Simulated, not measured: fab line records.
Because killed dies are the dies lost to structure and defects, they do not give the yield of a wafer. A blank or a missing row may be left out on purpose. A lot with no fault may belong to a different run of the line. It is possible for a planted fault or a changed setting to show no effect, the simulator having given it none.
What tool caused it? / flow rit cmos / 42 wafers from 14 lots sampled at 5 of the route's 202 steps

WHAT EACH GAUGE READ, for each wafer
RIT_ACTIVE_BOW_MEAS_00.
lot=L640; measured=day 1 10:02; on=film metro-02; INCOMING_BOW (um)=3 -4 -5
lot=L641; measured=day 1 15:01; on=film metro-04; INCOMING_BOW (um)=-2 -11 2
lot=L642; measured=day 1 20:00; on=film metro-04; INCOMING_BOW (um)=1 -8 2
lot=L643; measured=day 2 01:01; on=film metro-02; INCOMING_BOW (um)=3 9 -3
lot=L647; measured=day 2 21:01; on=film metro-01; INCOMING_BOW (um)=9 2 -1
lot=L648; measured=day 3 02:02; on=film metro-04; INCOMING_BOW (um)=3 -8 2
lot=L650; measured=day 3 12:00; on=film metro-01; INCOMING_BOW (um)=-2 4 -6
lot=L651; measured=day 3 17:00; on=film metro-01; INCOMING_BOW (um)=-4 3 9
lot=L653; measured=day 4 03:00; on=film metro-04; INCOMING_BOW (um)=11 6 5
lot=L655; measured=day 4 13:00; on=film metro-02; INCOMING_BOW (um)=6 8 7
lot=L657; measured=day 4 23:00; on=film metro-04; INCOMING_BOW (um)=-2 3 -4
lot=L659; measured=day 5 09:01; on=film metro-04; INCOMING_BOW (um)=3 -5 4
lot=L661; measured=day 5 19:00; on=film metro-02; INCOMING_BOW (um)=-1 2 4
lot=L663; measured=day 6 05:00; on=film metro-04; INCOMING_BOW (um)=10 -7 8

RIT_NSD_OVL_MEAS_06.
lot=L640; measured=day 3 04:07; on=overlay-02; NSD_OVL (nm)=3.5 5.0 2.3
lot=L641; measured=day 3 07:11; on=overlay-02; NSD_OVL (nm)=0.3 -0.6 0.8
lot=L642; measured=day 3 11:09; on=overlay-02; NSD_OVL (nm)=3.0 -0.2 0.3
lot=L643; measured=day 3 17:38; on=overlay-02; NSD_OVL (nm)=0.1 0.6 -1.0
lot=L647; measured=day 4 14:09; on=overlay-02; NSD_OVL (nm)=-0.9 1.8 0.4
lot=L648; measured=day 4 16:29; on=overlay-02; NSD_OVL (nm)=2.0 2.8 1.3
lot=L650; measured=day 5 05:10; on=overlay-02; NSD_OVL (nm)=2.9 2.9 1.7
lot=L651; measured=day 5 08:58; on=overlay-01; NSD_OVL (nm)=1.0 -1.0 -0.7
lot=L653; measured=day 5 17:11; on=overlay-02; NSD_OVL (nm)=1.2 3.0 3.6
lot=L655; measured=day 6 04:36; on=overlay-02; NSD_OVL (nm)=0.7 2.0 1.5
lot=L657; measured=day 6 12:44; on=overlay-02; NSD_OVL (nm)=0.5 1.9 0.4
lot=L659; measured=day 6 22:29; on=overlay-02; NSD_OVL (nm)=1.7 1.6 2.8
lot=L661; measured=day 7 08:36; on=overlay-02; NSD_OVL (nm)=3.6 2.5 0.9
lot=L663; measured=day 7 18:28; on=overlay-01; NSD_OVL (nm)=1.0 0.1 0.6

RIT_SDANNEAL_RS_MEAS_04: measurement is done with a four-point probe.
lot=L640; measured=day 3 06:41; on=film metro-01; PSD_RS (ohm/sq)=116.41 116.35 116.55
lot=L641; measured=day 3 09:54; on=film metro-01; PSD_RS (ohm/sq)=116.26 116.45 115.87
lot=L642; measured=day 3 13:35; on=film metro-04; PSD_RS (ohm/sq)=116.56 116.50 116.65
lot=L643; measured=day 3 20:07; on=film metro-04; PSD_RS (ohm/sq)=116.16 116.20 116.04
lot=L647; measured=day 4 16:43; on=film metro-02; PSD_RS (ohm/sq)=116.02 116.21 116.22
lot=L648; measured=day 4 19:03; on=film metro-02; PSD_RS (ohm/sq)=128.06 128.08 128.04 128.08 128.17 127.96
lot=L650; measured=day 5 07:47; on=film metro-02; PSD_RS (ohm/sq)=128.28 128.53 128.66 128.66 128.60 128.59
lot=L651; measured=day 5 11:22; on=film metro-04; PSD_RS (ohm/sq)=116.17 116.52 116.25
lot=L653; measured=day 5 19:43; on=film metro-02; PSD_RS (ohm/sq)=116.22 116.56 116.29
lot=L655; measured=day 6 07:16; on=film metro-02; PSD_RS (ohm/sq)=116.27 116.37 116.45
lot=L657; measured=day 6 15:11; on=film metro-01; PSD_RS (ohm/sq)=116.50 116.56 116.51
lot=L659; measured=day 7 00:55; on=film metro-04; PSD_RS (ohm/sq)=115.94 116.17 116.34
lot=L661; measured=day 7 11:08; on=film metro-02; PSD_RS (ohm/sq)=116.13 116.03 115.97
lot=L663; measured=day 7 20:58; on=film metro-01; PSD_RS (ohm/sq)=116.05 115.99 116.12

RIT_CONTACT_CD_MEAS_08 targets a cd of 1000 nm.
lot=L640; measured=day 3 08:59; on=cd sem-01; cd nm (nm)=994.9 996.0 994.1
lot=L641; measured=day 3 12:02; on=cd sem-02; cd nm (nm)=1001.8 1000.4 999.9
lot=L642; measured=day 3 15:42; on=cd sem-02; cd nm (nm)=995.4 995.6 994.3
lot=L643; measured=day 3 22:19; on=cd sem-01; cd nm (nm)=999.2 1001.4 997.2
lot=L647; measured=day 4 18:47; on=cd sem-01; cd nm (nm)=997.8 997.7 996.6
lot=L651; measured=day 5 13:33; on=cd sem-02; cd nm (nm)=998.1 1000.2 1000.9
lot=L653; measured=day 5 22:00; on=cd sem-02; cd nm (nm)=1000.3 1001.9 1000.7
lot=L655; measured=day 6 09:25; on=cd sem-02; cd nm (nm)=1000.1 1002.4 1003.1
lot=L657; measured=day 6 17:18; on=cd sem-02; cd nm (nm)=997.2 997.6 997.1
lot=L659; measured=day 7 03:16; on=cd sem-02; cd nm (nm)=1001.0 1002.3 1002.0
lot=L661; measured=day 7 13:13; on=cd sem-02; cd nm (nm)=1003.6 1000.9 1003.1
lot=L663; measured=day 7 23:16; on=cd sem-02; cd nm (nm)=999.6 999.8 1000.1

EACH LOT AND THE TOOL THAT RAN IT (in order: tool; ch and the chambers of the sampled wafers; start)
lot=L640; RIT_SDANNEAL_RTA_03=rtp anneal-02 ch 0, day 3 06:37
lot=L641; RIT_SDANNEAL_RTA_03=rtp anneal-01 ch 0, day 3 09:50
lot=L642; RIT_SDANNEAL_RTA_03=rtp anneal-02 ch 0, day 3 13:32
lot=L643; RIT_SDANNEAL_RTA_03=rtp anneal-01 ch 0, day 3 20:02
lot=L647; RIT_SDANNEAL_RTA_03=rtp anneal-01 ch 0, day 4 16:38
lot=L648; RIT_SDANNEAL_RTA_03=rtp anneal-02 ch 0, day 4 18:58
lot=L650; RIT_SDANNEAL_RTA_03=rtp anneal-02 ch 0, day 5 07:44
lot=L651; RIT_SDANNEAL_RTA_03=rtp anneal-01 ch 0, day 5 11:19
lot=L653; RIT_SDANNEAL_RTA_03=rtp anneal-01 ch 0, day 5 19:39
lot=L655; RIT_SDANNEAL_RTA_03=rtp anneal-01 ch 0, day 6 07:13
lot=L657; RIT_SDANNEAL_RTA_03=rtp anneal-01 ch 0, day 6 15:08
lot=L659; RIT_SDANNEAL_RTA_03=rtp anneal-01 ch 0, day 7 00:50
lot=L661; RIT_SDANNEAL_RTA_03=rtp anneal-01 ch 0, day 7 11:05
lot=L663; RIT_SDANNEAL_RTA_03=rtp anneal-01 ch 0, day 7 20:54
- RIT_SDANNEAL_RTA_03: time 5 s.

WHAT THE TOOLS THEMSELVES READ (means of the sampled wafers that have a number; where no wafer has one, the mark that the record gives instead)
RIT_SDANNEAL_RTA_03.
lot=L640; tool=rtp anneal-02; wafer_temp_C_max=1053.1
lot=L641; tool=rtp anneal-01; wafer_temp_C_max=1053.5
lot=L642; tool=rtp anneal-02; wafer_temp_C_max=1053.2
lot=L643; tool=rtp anneal-01; wafer_temp_C_max=1053.1
lot=L647; tool=rtp anneal-01; wafer_temp_C_max=1053.5
lot=L648; tool=rtp anneal-02; wafer_temp_C_max=1053.7
lot=L650; tool=rtp anneal-02; wafer_temp_C_max=1053.6
lot=L651; tool=rtp anneal-01; wafer_temp_C_max=1053.1
lot=L653; tool=rtp anneal-01; wafer_temp_C_max=1053.8
lot=L655; tool=rtp anneal-01; wafer_temp_C_max=1053.9
lot=L657; tool=rtp anneal-01; wafer_temp_C_max=1054.4
lot=L659; tool=rtp anneal-01; wafer_temp_C_max=1053.2
lot=L661; tool=rtp anneal-01; wafer_temp_C_max=1054.4
lot=L663; tool=rtp anneal-01; wafer_temp_C_max=1053.6

THE ANSWER, worked out from the rows above alone
Rule: what is usual is taken from the lots themselves. Put in order of their means at a reading, lots are off if they are a third of the lots or fewer, leave a main group of 4 or more, and stand apart from it by a gap of 3 or more times the standard deviation of the main group's means; of several such gaps the widest counts. A main group is skipped when, at the precision printed for the reading in the tables above, its means are all equal. Also off: a lot with no number at a reading for which 4 or more lots have one. Any other lot the step has rows for is counted as sound. Order of review: gauges by route order, followed by the tools' own readings, for which a lot's mean as printed above is used. At the first step where some lot is off, the reading lying furthest off is the one used; lots without a number count as furthest.
Off: L648, L650, seen at RIT_SDANNEAL_RS_MEAS_04 (PSD_RS). The main group: mean 116.27 ohm/sq, standard deviation 0.17.
A tool fits if, at a process step before that reading, it ran every lot that is off, and no sound lot after the first of them. The gauges at RIT_SDANNEAL_RS_MEAS_04 are tried like those tools. One fits: RIT_SDANNEAL_RTA_03 on rtp anneal-02. Its last sound lot is L642 (day 3 13:32), its first lot that is off L648 (day 4 18:58): a fault that began between those two fits.

WHAT THE SIMULATOR HAD PUT IN
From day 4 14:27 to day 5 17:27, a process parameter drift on rtp anneal-02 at RIT_SDANNEAL_RTA_03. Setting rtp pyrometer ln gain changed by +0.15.
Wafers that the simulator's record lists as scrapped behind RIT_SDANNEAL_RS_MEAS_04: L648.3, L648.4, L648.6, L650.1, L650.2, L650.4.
Lots struck among those shown: L648, L650. This agrees with what the rule above found.
